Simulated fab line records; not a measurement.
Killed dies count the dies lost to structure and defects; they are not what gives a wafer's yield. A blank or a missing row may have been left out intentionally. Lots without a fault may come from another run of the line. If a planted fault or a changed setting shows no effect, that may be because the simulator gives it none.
Which tool is to blame? || flow rit-cmos || 10 lots, 30 wafers sampled, at 3 steps of a route of 202

## WHAT THE GAUGES READ, wafer by wafer
RIT_CONTACT_OVL_MEAS_09.
{"lot": "L597", "measured": "day 3 10:05", "on": "overlay-01", "CONTACT_OVL (nm)": "1.4 1.1 3.0"}
{"lot": "L598", "measured": "day 3 15:53", "on": "overlay-02", "CONTACT_OVL (nm)": "-1.7 -1.8 -2.4"}
{"lot": "L600", "measured": "day 4 04:04", "on": "overlay-01", "CONTACT_OVL (nm)": "1.3 2.9 1.5"}
{"lot": "L601", "measured": "day 4 08:58", "on": "overlay-01", "CONTACT_OVL (nm)": "1.5 -0.2 2.0"}
{"lot": "L606", "measured": "day 5 05:12", "on": "overlay-02", "CONTACT_OVL (nm)": "-0.3 -0.2 1.2"}
{"lot": "L608", "measured": "day 5 12:34", "on": "overlay-02", "CONTACT_OVL (nm)": "-0.3 -2.1 0.7"}
{"lot": "L612", "measured": "day 6 08:37", "on": "overlay-02", "CONTACT_OVL (nm)": "0.4 0.2 3.1"}
{"lot": "L615", "measured": "day 6 23:06", "on": "overlay-02", "CONTACT_OVL (nm)": "1.6 -0.2 0.4"}
{"lot": "L616", "measured": "day 7 02:33", "on": "overlay-02", "CONTACT_OVL (nm)": "-2.1 -1.2 -0.9"}
{"lot": "L620", "measured": "day 7 22:33", "on": "overlay-02", "CONTACT_OVL (nm)": "-1.6 -2.4 -2.2"}

## WHAT TOOL EACH LOT RAN ON (gives the tool, then ch and the chambers of the sampled wafers, and finally the start)
{"lot": "L597", "RIT_PSD_HARDBAKE_07": "litho-track-01 ch 0, day 3 06:44", "RIT_PSD_STRIP_09": "plasma-asher-01 ch 0,1, day 3 07:01"}
{"lot": "L598", "RIT_PSD_HARDBAKE_07": "litho-track-02 ch 0, day 3 12:38", "RIT_PSD_STRIP_09": "plasma-asher-03 ch 0,1, day 3 12:57"}
{"lot": "L600", "RIT_PSD_HARDBAKE_07": "litho-track-04 ch 0, day 4 00:45", "RIT_PSD_STRIP_09": "plasma-asher-02 ch 0,1, day 4 01:01"}
{"lot": "L601", "RIT_PSD_HARDBAKE_07": "litho-track-01 ch 0, day 4 05:40", "RIT_PSD_STRIP_09": "plasma-asher-03 ch 0,1, day 4 05:58"}
{"lot": "L606", "RIT_PSD_HARDBAKE_07": "litho-track-04 ch 0, day 5 01:59", "RIT_PSD_STRIP_09": "plasma-asher-02 ch 0,1, day 5 02:17"}
{"lot": "L608", "RIT_PSD_HARDBAKE_07": "litho-track-04 ch 0, day 5 09:04", "RIT_PSD_STRIP_09": "plasma-asher-01 ch 0,1, day 5 09:22"}
{"lot": "L612", "RIT_PSD_HARDBAKE_07": "litho-track-02 ch 0, day 6 05:28", "RIT_PSD_STRIP_09": "plasma-asher-02 ch 0,1, day 6 05:46"}
{"lot": "L615", "RIT_PSD_HARDBAKE_07": "litho-track-01 ch 0, day 6 19:47", "RIT_PSD_STRIP_09": "plasma-asher-03 ch 0,1, day 6 20:05"}
{"lot": "L616", "RIT_PSD_HARDBAKE_07": "litho-track-01 ch 0, day 6 23:19", "RIT_PSD_STRIP_09": "plasma-asher-01 ch 0,1, day 6 23:36"}
{"lot": "L620", "RIT_PSD_HARDBAKE_07": "litho-track-02 ch 0, day 7 19:15", "RIT_PSD_STRIP_09": "plasma-asher-01 ch 0,1, day 7 19:33"}
- RIT_PSD_HARDBAKE_07: time 60 s.
- RIT_PSD_STRIP_09: strips in O2, time 180 s.

## THE ANSWER, worked out from the rows above alone
Rule: the usual values come from the lots themselves. The widest of any qualifying gaps counts: lots, ordered by their means at a reading, are off when they make up no more than a third of the lots, leave a main group of 4 or more, and stand apart from it by 3 or more times the standard deviation of that group's means. Not used: any main group whose means are identical at the precision the tables above print for the reading. A lot without any number at a reading at which 4 lots or more have one is off too. Where the step has rows for the other lots, those lots are counted as sound.
No lot is off at any reading shown: from this, nothing can be told.

## WHAT WAS PUT IN BY THE SIMULATOR
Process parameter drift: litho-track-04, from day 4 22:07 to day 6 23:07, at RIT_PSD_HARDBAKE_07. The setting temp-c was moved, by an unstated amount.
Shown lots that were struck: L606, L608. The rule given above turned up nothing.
